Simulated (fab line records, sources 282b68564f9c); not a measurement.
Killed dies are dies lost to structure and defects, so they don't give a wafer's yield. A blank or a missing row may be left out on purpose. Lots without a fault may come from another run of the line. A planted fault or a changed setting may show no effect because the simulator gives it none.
fab line records | flow rit_cmos
record lots=7 wafers=21 last_day=8
route steps=202 shown NLDD@110 PLDD@114 SPACER@125 NSD@131 PSD@142 M1@202
lots that met no fault: from a run of the same line without faults
start_h: hours from the record's first day to the start of the lot's first wafer shown | wait_h: hours since the lot's step before | " the same as in the row above | L1.1+2: a row that stands for several wafers | - no value, or no start given | * or withheld: withheld | < > ~ a bound
route shown NAME@n: a module of which the file shows steps, and the number in the route of the first | usual: mean/standard deviation of fault-free wafers | same: alike in all rows | chamber/n: place in a boat | sites: the reading at each site | _std_site: their standard deviation | _edge_site: outer sites' mean less inner sites' | radius_mm: how far each site lies from the wafer's centre | mask NAME#n: copy n | behind: the tool/chamber that last shaped the wafer | hold: why the lot was held/for how many hours/how that ended | device: the transistor (n, p or np) that didn't switch | end of line: the same wafers' tests at the end of the route | a step without rows: its recipe alone | killed: dies lost to structure and defects at the first sort, not the wafer's yield | map: a wafer's dies, x killed, . not, _ none there
set.NAME: the setting as run; set.NAME@STEP: as run at that earlier step | model.NAME: the simulator's own value behind a step, which no gauge read
lots at some steps of the route; a table a step, a row a wafer
services: from which hour (start_h, from the record's first day; less than 0 if before it) a tool's chamber was out of use, for how many hours, and why
## steps
# step RIT_NLDD_HARDBAKE_07
# recipe resist=NOVOLAK temp_c=140 time_s=60
# step RIT_NLDD_IMPLANT_08
# recipe species=P energy_kev=20 dose_cm2=5e+14 tilt_deg=7
# step RIT_NLDD_STRIP_09
# recipe chemistry=O2 time_s=180 resist=NOVOLAK platen_temp_c=withheld power_w=500 pressure_mtorr=4000 o2_flow_sccm=4000
# usual chamber_pressure_mTorr=4000/3.8 drypump_motor_current_A=5.6/0.5 o2_flow_sccm=4003/12
# columns lot.wafer tool chamber start_h wait_h chamber_pressure_mTorr drypump_motor_current_A o2_flow_sccm rf_hours_counter_h
L328.1 plasma_asher-03 1 63.17 0.1 3999 5.7 4019 42
L328.3 " 1 " " 3996 5.7 4038 -
L328.5 " 1 " " 4003 5.7 4006 -
L329.1 plasma_asher-02 1 70.97 0.1 3998 5.1 4000 28
L329.2 " 0 " " 4005 6.5 4016 28
L329.6 " 1 " " 4003 5.1 3991 -
L338.2 plasma_asher-01 0 112.20 0.1 3998 5.1 4000 46
L338.5 " 1 " " 3995 5.2 4008 -
L338.6 " 0 " " 4003 5.1 4012 -
L339.1 plasma_asher-03 1 118.22 0.1 3994 5.6 4001 48
L339.3 " 0 " " 4002 6.0 4012 -
L339.5 " 1 " " 4000 5.7 4006 -
L340.1 plasma_asher-01 1 126.92 0.1 3997 5.2 4003 48
L340.2 " 0 " " 4003 5.1 3995 48
L340.4 " 1 " " 3995 5.2 4003 -
L345.1 plasma_asher-01 0 161.88 0.1 4002 5.1 3994 50
L345.5 " 0 " " 3994 5.1 3993 -
L345.6 " 1 " " 3994 5.2 3993 -
L347.1 plasma_asher-02 0 162.26 0.1 3999 6.5 4006 37
L347.3 " 1 " " 3998 5.1 3998 -
L347.5 " 0 " " 3998 6.5 4003 -
# step RIT_NLDD_TW_MEAS_10
# usual NLDD_TW=2488/18
# columns lot.wafer tool chamber start_h wait_h NLDD_TW
L328.1 film_metro-01 - 63.34 0.1 2477
L328.3 " - " " 2483
L328.5 " - " " 2471
L329.1 film_metro-01 - 71.15 0.1 2464
L329.2 " - " " 2469
L329.6 " - " " 2464
L338.2 film_metro-03 - 112.38 0.1 2493
L338.5 " - " " 2506
L338.6 " - " " 2498
L339.1 film_metro-01 - 118.39 0.1 2455
L339.3 " - " " 2461
L339.5 " - " " 2464
L340.1 film_metro-01 - 127.10 0.1 2479
L340.2 " - " " 2492
L340.4 " - " " 2488
L345.1 film_metro-02 - 162.06 0.1 2496
L345.5 " - " " 2514
L345.6 " - " " 2501
L347.1 film_metro-02 - 162.43 0.1 2511
L347.3 " - " " 2504
L347.5 " - " " 2503
# step RIT_PLDD_HMDS_00
# recipe prime_time_s=60 prime_temp_c=140
# step RIT_PLDD_COAT_01
# recipe resist=NOVOLAK spin_rpm=3250 resist_thk_nm=1000
# step RIT_PLDD_SOFTBAKE_02
# recipe resist=NOVOLAK temp_c=90 time_s=60
# step RIT_PLDD_EXPOSE_03
# recipe mask_id=M8 na=0.57 target_cd_nm=40900 dose_mj=250
# step RIT_PLDD_PEB_04
# recipe resist=NOVOLAK temp_c=withheld time_s=withheld
# step RIT_PLDD_DEVELOP_05
# recipe resist=NOVOLAK develop_time_s=50 dev_temp_c=23
# step RIT_PLDD_OVL_MEAS_06
# usual PLDD_OVL=0.8/1.4
# columns lot.wafer tool chamber start_h wait_h PLDD_OVL[nm]
L328.1 overlay-01 - 64.50 - 1.6
L328.3 " - " " 0.8
L328.5 " - " " -1.0
L329.1 overlay-01 - 72.18 - 1.6
L329.2 " - " " 0.4
L329.6 " - " " -0.4
L338.2 overlay-01 - 113.41 - 0.1
L338.5 " - " " -2.2
L338.6 " - " " -0.3
L339.1 overlay-02 - 119.43 - 0.9
L339.3 " - " " 2.7
L339.5 " - " " 1.6
L340.1 overlay-02 - 128.01 - 2.3
L340.2 " - " " 3.5
L340.4 " - " " 2.0
L345.1 overlay-02 - 163.00 - 1.4
L345.5 " - " " 0.4
L345.6 " - " " 0.1
L347.1 overlay-02 - 163.54 - 0.4
L347.3 " - " " 2.0
L347.5 " - " " 1.9
# step RIT_PLDD_HARDBAKE_07
# recipe resist=NOVOLAK temp_c=140 time_s=60
# step RIT_PLDD_IMPLANT_08
# recipe species=BF2 energy_kev=20 dose_cm2=9.064e+14 tilt_deg=7
# usual beam_energy_keV=20.000/0.006
# columns lot.wafer tool chamber start_h wait_h beam_energy_keV model.implant.rp_nm model.implant.drp_nm
L328.1 implanter-02 0 64.69 0.1 19.996 17.48 9.752
L328.3 " 0 " " 19.994 17.48 9.752
L328.5 " 0 " " 20.004 17.48 9.752
L329.1 implanter-03 0 72.37 0.1 20.005 17.96 9.752
L329.2 " 0 " " 20.002 17.96 9.752
L329.6 " 0 " " 19.998 17.96 9.752
L338.2 implanter-02 0 113.62 0.1 18.802 16.88 9.335
L338.5 " 0 " " 18.800 16.88 9.335
L338.6 " 0 " " 18.800 16.88 9.335
L339.1 implanter-02 0 119.61 0.1 18.800 15.78 9.335
L339.3 " 0 " " 18.805 15.78 9.335
L339.5 " 0 " " 18.797 15.78 9.335
L340.1 implanter-02 0 128.19 0.1 18.792 16.26 9.335
L340.2 " 0 " " 18.785 16.26 9.335
L340.4 " 0 " " 18.796 16.26 9.335
L345.1 implanter-03 0 163.19 0.1 20.006 16.86 9.752
L345.5 " 0 " " 20.001 16.86 9.752
L345.6 " 0 " " 19.996 16.86 9.752
L347.1 implanter-04 0 163.73 0.1 20.006 17.73 9.752
L347.3 " 0 " " 19.999 17.73 9.752
L347.5 " 0 " " 20.001 17.73 9.752
# step RIT_PLDD_STRIP_09
# recipe chemistry=O2 time_s=180 resist=NOVOLAK platen_temp_c=withheld power_w=500 pressure_mtorr=4000 o2_flow_sccm=4000
# usual chamber_pressure_mTorr=4000/3.9 drypump_motor_current_A=5.8/0.61 o2_flow_sccm=4001/12
# columns lot.wafer tool chamber start_h wait_h chamber_pressure_mTorr drypump_motor_current_A o2_flow_sccm rf_hours_counter_h
L328.1 plasma_asher-02 1 64.84 0.1 3996 5.1 4006 27
L328.3 " 0 " " 4001 6.5 4003 -
L328.5 " 0 " " 3999 6.5 4012 -
L329.1 plasma_asher-04 1 72.52 0.1 4000 6.4 4005 43
L329.2 " 0 " " 3996 5.8 3999 43
L329.6 " 1 " " 3999 6.4 3996 -
L338.2 plasma_asher-02 0 113.74 0.1 4000 6.5 4031 33
L338.5 " 1 " " 4002 5.1 4000 -
L338.6 " 0 " " 4001 6.5 4010 -
L339.1 plasma_asher-01 0 119.76 0.1 3998 5.1 3999 47
L339.3 " 1 " " 4005 5.2 3993 -
L339.5 " 0 " " 4007 5.1 4021 -
L340.1 plasma_asher-04 0 128.34 0.1 3992 5.8 3984 1
L340.2 " 1 " " 4000 6.5 3992 1
L340.4 " 0 " " 3998 5.8 3986 -
L345.1 plasma_asher-02 0 163.34 0.1 3993 6.5 3995 37
L345.5 " 0 " " 3997 6.5 4001 -
L345.6 " 1 " " 4002 5.1 3991 -
L347.1 plasma_asher-01 0 163.88 0.1 4004 5.1 3995 51
L347.3 " 0 " " 3995 5.1 4008 -
L347.5 " 0 " " 3998 5.1 3990 -
# step RIT_PLDD_TW_MEAS_10
# usual PLDD_TW=2352/20
# columns lot.wafer tool chamber start_h wait_h PLDD_TW
L328.1 film_metro-02 - 65.01 0.1 2372
L328.3 " - " " 2363
L328.5 " - " " 2359
L329.1 film_metro-02 - 72.70 0.1 2388
L329.2 " - " " 2377
L329.6 " - " " 2370
L338.2 film_metro-01 - 113.93 0.1 2302
L338.5 " - " " 2280
L338.6 " - " " 2294
L339.1 film_metro-01 - 119.94 0.1 2287
L339.3 " - " " 2294
L339.5 " - " " 2274
L340.1 film_metro-03 - 128.52 0.1 2312
L340.2 " - " " 2303
L340.4 " - " " 2311
L345.1 film_metro-03 - 163.51 0.1 2349
L345.5 " - " " 2363
L345.6 " - " " 2357
L347.1 film_metro-02 - 164.05 0.1 2365
L347.3 " - " " 2357
L347.5 " - " " 2360
# step RIT_SPACER_CLEAN_00
# recipe chemistry=SC1 mix=3:3:50 time_s=600 temp_c=75
# step RIT_SPACER_CLEAN_01
# recipe chemistry=dHF dilution=50:1 time_s=30
# step RIT_SPACER_CLEAN_02
# recipe chemistry=SC2 mix=3:3:50 time_s=600 temp_c=75 dry=n2_spin
# step RIT_SPACER_CVD_03
# recipe material=Si3N4 target_thk_nm=250 temp_c=810 precursor=SiH2Cl2/NH3 time_s=3300 pressure_mtorr=300 sih2cl2_flow_sccm=60 nh3_flow_sccm=150
# step RIT_SPACER_THK_MEAS_04
# recipe reads=Si3N4_of_SPACER_CVD_03
# usual SPACER_NITRIDE_THK=250.3/2.8
# columns lot.wafer tool chamber start_h wait_h SPACER_NITRIDE_THK[nm]
L328.1 film_metro-04 - 69.04 0.0 246.9
L328.3 " - " " 247.5
L328.5 " - " " 250.0
L329.1 film_metro-04 - 75.07 0.0 249.1
L329.2 " - " " 249.0
L329.6 " - " " 246.5
L338.2 film_metro-04 - 116.31 0.0 250.4
L338.5 " - " " 250.4
L338.6 " - " " 247.0
L339.1 film_metro-02 - 122.30 0.0 248.0
L339.3 " - " " 248.3
L339.5 " - " " 249.3
L340.1 film_metro-01 - 130.88 0.0 249.8
L340.2 " - " " 249.8
L340.4 " - " " 249.5
L345.1 film_metro-04 - 165.89 0.0 254.1
L345.5 " - " " 258.0
L345.6 " - " " 255.5
L347.1 film_metro-04 - 167.80 0.0 255.8
L347.3 " - " " 255.0
L347.5 " - " " 256.4
# step RIT_SPACER_ETCHBACK_05
# recipe target_depth_a=2500 SF6_flow_sccm=30 CHF3_flow_sccm=30 target=Si3N4 chemistry=SF6/CHF3 pressure_mtorr=40 rf_w=250 time_s=240 stop_on=SiO2
# usual chamber_pressure_mTorr=40.00/0.034 drypump_motor_current_A=5.68/0.29 oes_product_au=0.847/0.014 throttle_valve_pct=10.30/0.23
# columns lot.wafer tool chamber start_h wait_h chamber_pressure_mTorr drypump_motor_current_A oes_product_au rf_hours_counter_h throttle_valve_pct
L328.1 rie_diel-01 3 69.10 0.1 39.94 5.39 0.829 8 10.33
L328.3 " 0 " " 39.99 5.23 0.872 4 10.11
L328.5 " 1 " " 40.03 5.57 0.830 - 10.51
L329.1 rie_diel-02 0 75.13 0.1 40.05 5.87 0.853 91 10.30
L329.2 " 2 " " 39.96 5.31 0.851 9 10.19
L329.6 " 3 " " 39.98 5.50 0.829 - 10.23
L338.2 rie_diel-04 2 116.36 0.0 40.00 6.01 0.837 92 9.99
L338.5 " 2 " " 40.01 6.05 0.842 - 9.99
L338.6 " 3 " " 40.05 5.32 0.826 - 9.99
L339.1 rie_diel-04 3 122.36 0.1 40.01 5.30 0.836 43 10.01
L339.3 " 2 " " 39.93 6.03 0.836 92 9.98
L339.5 " 1 " " 39.92 6.05 0.861 - 10.65
L340.1 rie_diel-01 2 130.94 0.1 40.05 5.83 0.835 115 10.33
L340.2 " 0 " " 40.02 5.25 0.865 5 10.11
L340.4 " 1 " " 39.97 5.51 0.830 45 10.51
L345.1 rie_diel-04 1 165.95 0.1 40.03 6.01 0.868 44 10.64
L345.5 " 3 " " 39.98 5.32 0.857 - 10.02
L345.6 " 0 " " 39.98 5.77 0.860 - 10.60
L347.1 rie_diel-04 2 167.86 0.1 40.04 6.03 0.852 93 10.00
L347.3 " 1 " " 40.00 6.01 0.864 45 10.65
L347.5 " 1 " " 39.99 6.06 0.871 - 10.65
# step RIT_NSD_HMDS_00
# recipe prime_time_s=60 prime_temp_c=140
# step RIT_NSD_COAT_01
# recipe resist=NOVOLAK spin_rpm=3250 resist_thk_nm=1000
# step RIT_NSD_SOFTBAKE_02
# recipe resist=NOVOLAK temp_c=90 time_s=59.14
# step RIT_NSD_EXPOSE_03
# recipe mask_id=M9 na=0.57 target_cd_nm=40700 dose_mj=250
# step RIT_NSD_PEB_04
# recipe resist=NOVOLAK temp_c=withheld time_s=withheld
# step RIT_NSD_DEVELOP_05
# recipe resist=NOVOLAK develop_time_s=50 dev_temp_c=23
# step RIT_NSD_OVL_MEAS_06
# usual NSD_OVL=0.6/1.4
# columns lot.wafer tool chamber start_h wait_h NSD_OVL[nm]
L328.1 overlay-01 - 70.26 - -1.4
L328.3 " - " " -0.1
L328.5 " - " " 0.0
L329.1 overlay-01 - 76.26 - -0.2
L329.2 " - " " -2.1
L329.6 " - " " 0.8
L338.2 overlay-02 - 117.49 - 0.7
L338.5 " - " " 0.6
L338.6 " - " " 0.2
L339.1 overlay-02 - 123.48 - 0.9
L339.3 " - " " -0.2
L339.5 " - " " 1.3
L340.1 overlay-01 - 131.94 - 0.3
L340.2 " - " " 1.3
L340.4 " - " " 1.3
L345.1 overlay-01 - 167.07 - 0.1
L345.5 " - " " 1.2
L345.6 " - " " 0.2
L347.1 overlay-01 - 169.11 - 3.2
L347.3 " - " " 1.6
L347.5 " - " " 3.2
# step RIT_NSD_HARDBAKE_07
# recipe resist=NOVOLAK temp_c=140 time_s=60
# step RIT_NSD_IMPLANT_08
# recipe species=P energy_kev=25 dose_cm2=1e+15 tilt_deg=7
# step RIT_NSD_STRIP_09
# recipe chemistry=O2 time_s=180 resist=NOVOLAK platen_temp_c=withheld power_w=500 pressure_mtorr=4000 o2_flow_sccm=4000
# usual chamber_pressure_mTorr=4000/3.5 drypump_motor_current_A=5.7/0.4 o2_flow_sccm=4001/13
# columns lot.wafer tool chamber start_h wait_h chamber_pressure_mTorr drypump_motor_current_A o2_flow_sccm rf_hours_counter_h
L328.1 plasma_asher-01 1 70.60 0.1 3999 5.2 4011 42
L328.3 " 0 " " 4005 5.1 3994 -
L328.5 " 1 " " 3998 5.2 4010 -
L329.1 plasma_asher-03 0 76.59 0.1 3998 6.1 3998 43
L329.2 " 1 " " 3999 5.7 4000 43
L329.6 " 0 " " 3996 6.1 3993 -
L338.2 plasma_asher-04 1 117.82 0.1 4002 6.5 4016 0
L338.5 " 1 " " 3997 6.4 3996 -
L338.6 " 0 " " 4005 5.8 4022 -
L339.1 plasma_asher-03 0 123.82 0.1 3995 6.1 3998 49
L339.3 " 1 " " 4003 5.7 3999 -
L339.5 " 0 " " 4003 6.1 4014 -
L340.1 plasma_asher-03 1 132.27 0.1 4003 5.7 4006 50
L340.2 " 0 " " 3995 6.0 3995 50
L340.4 " 0 " " 4000 6.0 3990 -
L345.1 plasma_asher-03 0 167.41 0.1 4001 6.0 4018 53
L345.5 " 1 " " 3993 5.6 4017 -
L345.6 " 0 " " 4002 6.1 3985 -
L347.1 plasma_asher-01 0 169.45 0.1 3997 5.1 4013 51
L347.3 " 0 " " 3996 5.1 4002 -
L347.5 " 1 " " 4002 5.1 3990 -
# step RIT_NSD_TW_MEAS_10
# usual NSD_TW=3122/28
# columns lot.wafer tool chamber start_h wait_h NSD_TW
L328.1 film_metro-03 - 70.77 0.1 3139
L328.3 " - " " 3117
L328.5 " - " " 3127
L329.1 film_metro-02 - 76.77 0.1 3156
L329.2 " - " " 3166
L329.6 " - " " 3146
L338.2 film_metro-02 - 118.00 0.1 3148
L338.5 " - " " 3159
L338.6 " - " " 3139
L339.1 film_metro-03 - 123.99 0.1 3107
L339.3 " - " " 3117
L339.5 " - " " 3113
L340.1 film_metro-03 - 132.45 0.1 3110
L340.2 " - " " 3090
L340.4 " - " " 3104
L345.1 film_metro-01 - 167.58 0.1 3085
L345.5 " - " " 3090
L345.6 " - " " 3086
L347.1 film_metro-02 - 169.63 0.1 3145
L347.3 " - " " 3156
L347.5 " - " " 3154
# step RIT_PSD_HMDS_00
# recipe prime_time_s=60 prime_temp_c=140
# step RIT_PSD_COAT_01
# recipe resist=NOVOLAK spin_rpm=3250 resist_thk_nm=1000
# step RIT_PSD_SOFTBAKE_02
# recipe resist=NOVOLAK temp_c=90 time_s=60
# step RIT_PSD_EXPOSE_03
# recipe mask_id=M10 na=0.57 target_cd_nm=40900 dose_mj=250
# step RIT_PSD_PEB_04
# recipe resist=NOVOLAK temp_c=withheld time_s=withheld
# step RIT_PSD_DEVELOP_05
# recipe resist=NOVOLAK develop_time_s=50 dev_temp_c=23
# step RIT_PSD_OVL_MEAS_06
# usual PSD_OVL=0.4/1.5
# columns lot.wafer tool chamber start_h wait_h PSD_OVL[nm]
L328.1 overlay-02 - 71.81 - 0.2
L328.3 " - " " -0.5
L328.5 " - " " -1.1
L329.1 overlay-02 - 77.87 - -0.5
L329.2 " - " " -1.9
L329.6 " - " " -0.9
L338.2 overlay-01 - 118.91 - 0.4
L338.5 " - " " -0.2
L338.6 " - " " -0.2
L339.1 overlay-01 - 125.06 - 0.4
L339.3 " - " " 0.1
L339.5 " - " " 3.3
L340.1 overlay-01 - 133.48 - 1.6
L340.2 " - " " 1.0
L340.4 " - " " 2.6
L345.1 overlay-01 - 168.64 - -0.8
L345.5 " - " " -1.1
L345.6 " - " " -2.7
L347.1 overlay-02 - 170.54 - 0.9
L347.3 " - " " 1.5
L347.5 " - " " -0.1
# step RIT_PSD_HARDBAKE_07
# recipe resist=NOVOLAK temp_c=140 time_s=60
# step RIT_PSD_IMPLANT_08
# recipe species=BF2 energy_kev=27 dose_cm2=5e+15 tilt_deg=7
# step RIT_PSD_STRIP_09
# recipe chemistry=O2 time_s=180 resist=NOVOLAK platen_temp_c=withheld power_w=500 pressure_mtorr=4000 o2_flow_sccm=4000
# usual chamber_pressure_mTorr=4000/4 drypump_motor_current_A=5.9/0.49 o2_flow_sccm=4001/12
# columns lot.wafer tool chamber start_h wait_h chamber_pressure_mTorr drypump_motor_current_A o2_flow_sccm rf_hours_counter_h
L328.1 plasma_asher-02 0 72.14 0.1 4003 6.5 4004 28
L328.3 " 0 " " 4001 6.5 3977 -
L328.5 " 1 " " 4001 5.1 3991 -
L329.1 plasma_asher-04 1 78.21 0.1 3997 6.4 4016 43
L329.2 " 0 " " 3998 5.8 3990 43
L329.6 " 0 " " 3998 5.8 3979 -
L338.2 plasma_asher-04 1 119.24 0.1 4003 6.4 4002 0
L338.5 " 0 " " 3996 5.8 3994 -
L338.6 " 1 " " 4002 6.5 4016 -
L339.1 plasma_asher-04 1 125.39 0.1 3999 6.5 3985 1
L339.3 " 1 " " 3998 6.4 4006 -
L339.5 " 0 " " 3986 5.8 4002 -
L340.1 plasma_asher-03 1 133.88 0.1 3998 5.6 3984 50
L340.2 " 0 " " 3999 6.0 3992 50
L340.4 " 0 " " 3999 6.0 3997 -
L345.1 plasma_asher-03 1 168.98 0.1 4000 5.6 3996 53
L345.5 " 0 " " 4001 6.1 3996 -
L345.6 " 1 " " 4004 5.6 4014 -
L347.1 plasma_asher-02 1 170.87 0.1 4003 5.1 4009 37
L347.3 " 0 " " 3999 6.5 3999 -
L347.5 " 0 " " 3999 6.5 3991 -
# step RIT_SDANNEAL_RS_MEAS_06
# recipe thk_meas_gauge=four-point-probe
# usual PLDD_RS=178.0/0.49
# columns lot.wafer tool chamber start_h wait_h PLDD_RS[ohm/sq]
L328.1 film_metro-03 - 73.08 0.1 178.3
L328.3 " - " " 178.7
L328.5 " - " " 178.6
L329.1 film_metro-03 - 79.14 0.1 177.4
L329.2 " - " " 177.8
L329.6 " - " " 178.3
L338.2 film_metro-03 - 120.19 0.1 181.8
L338.5 " - " " 180.5
L338.6 " - " " 180.9
L339.1 film_metro-03 - 126.33 0.1 180.9
L339.3 " - " " 181.6
L339.5 " - " " 181.1
L340.1 film_metro-01 - 134.81 0.1 181.8
L340.2 " - " " 182.0
L340.4 " - " " 181.9
L345.1 film_metro-01 - 169.92 0.1 178.0
L345.5 " - " " 177.9
L345.6 " - " " 178.2
L347.1 film_metro-01 - 171.80 0.1 178.6
L347.3 " - " " 178.1
L347.5 " - " " 178.4
# step RIT_M1_PROBE_99
# usual killed_at_M0_to_M3=0.0/0.23 killed_at_contacts=0.1/0.23 killed_at_front_end=7/3 killed_dies=7/3 killed_open=3.3/2.1 killed_short=3.7/1.9
# same gross_dies=264 killed_at_M4_up=0 killed_at_back_side=0 killed_at_other=0
# columns lot.wafer tool chamber start_h wait_h killed_at_M0_to_M3 killed_at_contacts killed_at_front_end killed_dies killed_open killed_short model.etest.pmos_turned.r_on_ohm_um model.etest.pldd.rs_ohm_sq model.etest.pldd.line_ohm_um model.etest.pmos_turned.drive_ua_um model.etest.pmos_turned.overlap_ff_um model.etest.pmos_0p15.overlap_ff_um
L328.1 prober-01 - 80.20 0.1 0 1 13 14 7 6 3469 537 171.6 186.2 0.3472 0.2277
L328.3 prober-01 - 80.30 0.2 2 0 11 13 5 7 3430 545.5 174.1 186.3 0.3454 0.2279
L328.5 prober-01 - 80.40 0.2 0 0 11 11 5 6 3570 557.6 179.1 177.8 0.3357 0.2215
L329.1 prober-02 - 86.48 0.1 0 0 4 4 3 1 3206 484.8 155.2 205.3 0.3556 0.2427
L329.2 prober-02 - 86.53 0.1 0 0 2 2 2 0 3221 462.4 148.2 206.8 0.3638 0.2493
L329.6 prober-02 - 86.73 0.2 0 0 5 5 2 3 3308 484.2 154.6 199.5 0.3562 0.2393
L338.2 prober-01 - 127.59 0.1 0 0 4 4 2 2 3544 549.1 174.6 182.8 0.3422 0.2258
L338.5 prober-01 - 127.74 0.2 0 0 5 5 1 4 3612 545.5 173.9 178.3 0.3423 0.2279
L338.6 prober-01 - 127.79 0.2 0 1 4 5 3 2 3590 558.3 175.3 179.8 0.3396 0.2265
L339.1 prober-02 - 133.36 0.1 0 0 3 3 0 3 3839 697.3 216.6 158.7 0.3132 0.206
L339.3 prober-02 - 133.46 0.2 0 0 5 5 3 2 3741 662.3 209.9 166.7 0.3177 0.2093
L339.5 prober-02 - 133.56 0.2 0 0 5 5 1 4 3798 680.1 215.8 162.6 0.3148 0.2089
L340.1 prober-01 - 142.06 0.1 0 0 10 10 4 6 3483 565.9 180.6 188 0.3407 0.2298
L340.2 prober-01 - 142.11 0.1 0 0 11 11 3 8 3475 572.9 176.5 184.3 0.3436 0.2295
L340.4 prober-01 - 142.21 0.2 0 0 10 10 2 8 3541 585.3 183.7 182.2 0.3362 0.2216
L345.1 prober-02 - 177.26 0.1 0 0 14 14 7 7 3264 520.1 163 202.9 0.3535 0.2403
L345.5 prober-02 - 177.46 0.2 0 0 6 6 3 3 3203 511.3 161.8 204.5 0.3566 0.2428
L345.6 prober-02 - 177.51 0.2 0 0 8 8 2 6 3280 521.9 167.3 202.1 0.3525 0.2385
L347.1 prober-02 - 180.26 0.1 0 0 11 11 6 5 3085 432.3 134.6 219.4 0.3881 0.2662
L347.3 prober-02 - 180.36 0.2 0 0 13 13 9 4 3172 442 138.8 213 0.3799 0.2601
L347.5 prober-02 - 180.46 0.2 0 0 2 2 2 0 3129 420.2 133.4 218.5 0.389 0.2669
# killed by level:class
L328.1 GATE:geometric_particle:open=3 SILICIDE:geometric_particle:short=3 GATE:geometric_particle:short=2 REOX:geometric_particle:open=2 FOX1:geometric_particle:short=1 SPACER:geometric_particle:open=1 SILICIDE:geometric_particle:open=1 CONTACT:coat_microbubble_printed=1
L328.3 FOX1:geometric_particle:short=2 GATE:geometric_particle:open=2 SPACER:geometric_particle:short=2 FOX2:geometric_particle:open=1 GATE:geometric_particle:short=1 REOX:geometric_particle:open=1 SILICIDE:geometric_particle:open=1 SILICIDE:geometric_particle:short=1
L328.5 REOX:geometric_particle:short=3 FOX2:geometric_particle:short=2 GATE:geometric_particle:open=2 FOX1:geometric_particle:open=1 REOX:geometric_particle:open=1 SPACER:geometric_particle:short=1 SPACER:geometric_particle:open=1
L329.1 GATE:geometric_particle:open=2 GATE:geometric_particle:short=1 SPACER:geometric_particle:open=1
L329.2 FOX1:geometric_particle:open=1 SILICIDE:geometric_particle:open=1
L329.6 FOX1:geometric_particle:short=1 FOX1:geometric_particle:open=1 GATE:geometric_particle:short=1 SPACER:geometric_particle:short=1 SPACER:geometric_particle:open=1
L338.2 GATE:geometric_particle:short=1 GATE:geometric_particle:open=1 REOX:geometric_particle:open=1 SPACER:geometric_particle:short=1
L338.5 SPACER:geometric_particle:short=2 GATE:geometric_particle:short=1 SILICIDE:geometric_particle:short=1 SILICIDE:geometric_particle:open=1
L338.6 FOX1:geometric_particle:short=2 GATE:geometric_particle:open=1 SILICIDE:geometric_particle:open=1 CONTACT:geometric_particle:open=1
L339.1 GATE:geometric_particle:short=2 SILICIDE:geometric_particle:short=1
L339.3 FOX2:geometric_particle:open=1 GATE:geometric_particle:short=1 GATE:geometric_particle:open=1 SPACER:geometric_particle:short=1 SPACER:geometric_particle:open=1
L339.5 FOX2:geometric_particle:short=1 GATE:geometric_particle:open=1 GATE:geometric_particle:short=1 SPACER:geometric_particle:short=1 SILICIDE:geometric_particle:short=1
L340.1 GATE:geometric_particle:open=2 GATE:geometric_particle:short=2 FOX1:geometric_particle:short=1 FOX2:geometric_particle:open=1 REOX:geometric_particle:open=1 REOX:geometric_particle:short=1 SPACER:geometric_particle:short=1 SILICIDE:geometric_particle:short=1
L340.2 GATE:geometric_particle:short=4 FOX2:geometric_particle:short=2 FOX1:geometric_particle:short=1 GATE:geometric_particle:open=1 SPACER:geometric_particle:open=1 SILICIDE:geometric_particle:short=1 SILICIDE:geometric_particle:open=1
L340.4 GATE:geometric_particle:short=3 SILICIDE:geometric_particle:short=2 FOX1:geometric_particle:short=1 FOX1:geometric_particle:open=1 FOX2:geometric_particle:short=1 GATE:geometric_particle:open=1 REOX:geometric_particle:short=1
L345.1 FOX1:geometric_particle:open=3 GATE:geometric_particle:short=3 REOX:geometric_particle:open=3 SPACER:geometric_particle:short=2 FOX2:geometric_particle:short=1 GATE:geometric_particle:open=1 SILICIDE:geometric_particle:short=1
L345.5 GATE:geometric_particle:open=2 GATE:geometric_particle:short=2 SPACER:geometric_particle:open=1 SILICIDE:geometric_particle:short=1
L345.6 GATE:geometric_particle:short=3 REOX:geometric_particle:short=2 FOX2:geometric_particle:short=1 GATE:geometric_particle:open=1 REOX:geometric_particle:open=1
L347.1 FOX1:geometric_particle:open=2 GATE:geometric_particle:short=2 GATE:geometric_particle:open=2 FOX1:geometric_particle:short=1 REOX:geometric_particle:open=1 REOX:geometric_particle:short=1 SPACER:geometric_particle:short=1 SILICIDE:geometric_particle:open=1
L347.3 GATE:geometric_particle:open=5 FOX1:geometric_particle:open=2 SPACER:geometric_particle:short=2 FOX1:geometric_particle:short=1 GATE:geometric_particle:short=1 SPACER:geometric_particle:open=1 SILICIDE:geometric_particle:open=1
L347.5 FOX1:geometric_particle:open=1 REOX:geometric_particle:open=1
## services
# columns tool chamber start_h hours kind
rie_diel-02 3 46.14 5.7 repair
rie_diel-02 1 50.24 1.8 repair
implanter-02 - 51.31 1.7 repair
implanter-03 - 53.99 5.0 repair
implanter-02 - 57.66 3.1 repair
plasma_asher-01 - 74.82 4.1 repair
rie_diel-02 2 88.63 11.1 repair
rie_diel-04 - 92.32 0.2 repair
implanter-04 - 93.65 2.1 repair
rie_diel-02 3 104.91 3.5 repair
plasma_asher-04 - 108.75 9.0 pm
plasma_asher-04 0 108.75 9.0 vent_cycle
plasma_asher-04 1 108.75 9.0 vent_cycle
implanter-04 - 110.63 26.5 pm
plasma_asher-02 - 114.45 7.6 repair
plasma_asher-04 0 117.75 - clean
plasma_asher-04 1 117.75 - clean
rie_diel-02 0 138.19 7.3 repair
implanter-02 - 142.47 5.3 pm
rie_diel-04 3 145.72 3.2 repair
## key
first_sign step=RIT_PLDD_IMPLANT_08 reading=beam_energy_keV direction=down sigmas=99+ usual=20.000 struck=18.797
effect step=RIT_PLDD_TW_MEAS_10 reading=PLDD_TW direction=down sigmas=2.9 usual=2352 struck=2295
effect step=RIT_SDANNEAL_RS_MEAS_06 reading=PLDD_RS direction=up sigmas=7 usual=178.0 struck=181.4
model_effect step=RIT_PLDD_IMPLANT_08 value=implant.rp_nm without=17.11 struck=16.3
model_effect step=RIT_M1_PROBE_99 value=etest.pmos_turned.r_on_ohm_um without=3403 struck=3625
met_at RIT_PLDD_IMPLANT_08
struck_wafers L338.2,L338.5,L338.6,L339.1,L339.3,L339.5,L340.1,L340.2,L340.4
tester_left_out L338,L339,L340
onset_between 64.69 113.62
fault kind=process_parameter_drift tool=implanter-02 chamber=- onset_h=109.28 steps=RIT_PLDD_IMPLANT_08 channel=energy_kev offset=-1.2038 shape=step end_h=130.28 acts_in=these_recipes_only stated=20
# tester_left_out: of these lots the tester's yield and bins aren't shown, on N5 and GAA mostly nor the transistor test; their killed dies are dies lost to structure and defects alone, not to doping, threshold or leakage, so they don't give the yield
